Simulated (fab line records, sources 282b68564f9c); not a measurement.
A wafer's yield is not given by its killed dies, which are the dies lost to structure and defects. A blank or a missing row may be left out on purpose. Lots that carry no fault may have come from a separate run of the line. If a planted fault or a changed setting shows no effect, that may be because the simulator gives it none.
A lot that was struck, set against a sound lot	flow rit cmos	17 steps out of a route of 202
Sound: wafers L606.1, L606.2, L606.5. The struck wafers were L619.1, L619.5, L619.6. At the end, the cause is stated.
At each step with rows: each side's tool, then ch and its chambers, then its first start. Under that, the readings that differ: sound wafers	struck wafers	difference of the means	sigmas: that difference in standard deviations of wafers without a fault.
alike: readings whose means differ by less than 2 such deviations, and words and numbers that are the same on both sides. not compared: withheld readings, readings that some wafer has no value for, bounds like >300 that may hide the same value, and numbers for which the record gives no deviation and whose values overlap.
Wherever a step has rows on one side only, a row that says differs or no value, or a row with sigmas, the two part there. When numbers do not overlap yet have no deviation, they are printed without sigmas and do not part them. Lack of a reading on every wafer of one side parts them only where that side has two or more wafers.

first, 1 step without rows for these wafers: RIT_PRETRO_DEVELOP_05 (develop time 68 s).
RIT_PRETRO_OVL_MEAS_06:
  struck on overlay-02, day 5 04:07; sound on overlay-01, day 2 08:09
  alike: PRETRO_OVL
then, 2 steps without rows for these wafers: RIT_PRETRO_HARDBAKE_07 (time 120 s); RIT_PRETRO_IMPLANT_08.
RIT_PRETRO_STRIP_09: strips in O2, time 180 s.
  sound on plasma asher-01 ch 0,1, day 2 08:35; struck on plasma asher-04 ch 0,1, day 5 04:33
  alike: drypump motor current A
  not compared: rf hours counter h
RIT_PRETRO_TW_MEAS_10:
  struck on film metro-02, day 5 04:44; sound on film metro-04, day 2 08:46
  alike: PRETRO_TW
then, 5 steps without rows for these wafers: RIT_GATE_WET_ETCH_00 (etches SiO2 in BOE, target depth 56 nm, time 60 s); RIT_GATE_CLEAN_01 (cleans in SC1, time 600 s); RIT_GATE_CLEAN_02 (cleans in dHF, time 30 s); RIT_GATE_CLEAN_03 (cleans in SC2, time 600 s); RIT_GATE_CLEAN_04 (cleans in dHF, time 60 s).
RIT_FOX2_THK_MEAS_91:
  struck on film metro-04, day 5 05:12; sound on film metro-03, day 2 09:14
  alike: FIELD_OXIDE_LEFT_2_THK
RIT_GATE_OXIDATION_05: target thk 3 nm, ox time 270 s.
  sound on furnace-04 ch 0, day 2 09:17; struck on furnace-03 ch 0, day 5 05:49
reading	sound	struck	difference	sigmas
ox time s (s)	270 270 270	391.5 391.5 391.5	+121.5	
model.SiO2_of_GATE_OXIDATION_05.thk nm (nm)	2.949 2.963 2.975	4.058 4.091 4.071	+1.111	
then, 1 step without rows for these wafers: RIT_GATE_ANNEAL_06 (time 600 s).
RIT_GATE_THK_MEAS_07:
  struck on film metro-02, day 5 07:08; sound on film metro-02, day 2 10:37
reading	sound	struck	difference	sigmas
GATE_OXIDE_THK (nm)	2.92 3.03 2.99	4.05 4.15 4.09	+1.12	+16
then, 1 step without rows for these wafers: RIT_GATE_CVD_08 (deposits poly-Si from SiH4, target thk 250 nm, time 2220 s).
RIT_M1_PROBE_99:
  struck on prober-02, day 6 06:35; sound on prober-02, day 3 11:58
reading	sound	struck	difference	sigmas
model.etest.pmos_0p3.r on ohm um	6269 6334 6283	8144 8306 8237	+1934	
model.etest.pmos turned.r on ohm um	3457 3533 3526	4025 4106 4119	+578	
model.etest.pmos_0p15.r on ohm um	2757 2848 2832	3253 3304 3372	+497	
model.etest.nmos_0p3.r on ohm um	2126 2151 2169	2668 2709 2712	+548	
model.etest.nmos_0p15.r on ohm um	1102 1115 1148	1251 1273 1297	+152	
model.etest.nmos_0p15.drive ua um	471.9 463.7 466.4	370.2 358.7 355.5	-105.9	
model.etest.nmos narrow.drive ua um	233.9 229.2 224.8	147 145.6 146.8	-83	
model.etest.nmos_0p3.drive ua um	227.4 225.4 224.5	149.9 147 148.1	-77.4	
  alike: killed at contacts, killed at front end, killed dies, killed open, killed short

== WHERE THEY PART ==
Only at RIT_GATE_THK_MEAS_07, within this record. Later steps at which nothing parts them and some readings are alike: RIT_M1_PROBE_99.

WHY: the cause the simulator had injected
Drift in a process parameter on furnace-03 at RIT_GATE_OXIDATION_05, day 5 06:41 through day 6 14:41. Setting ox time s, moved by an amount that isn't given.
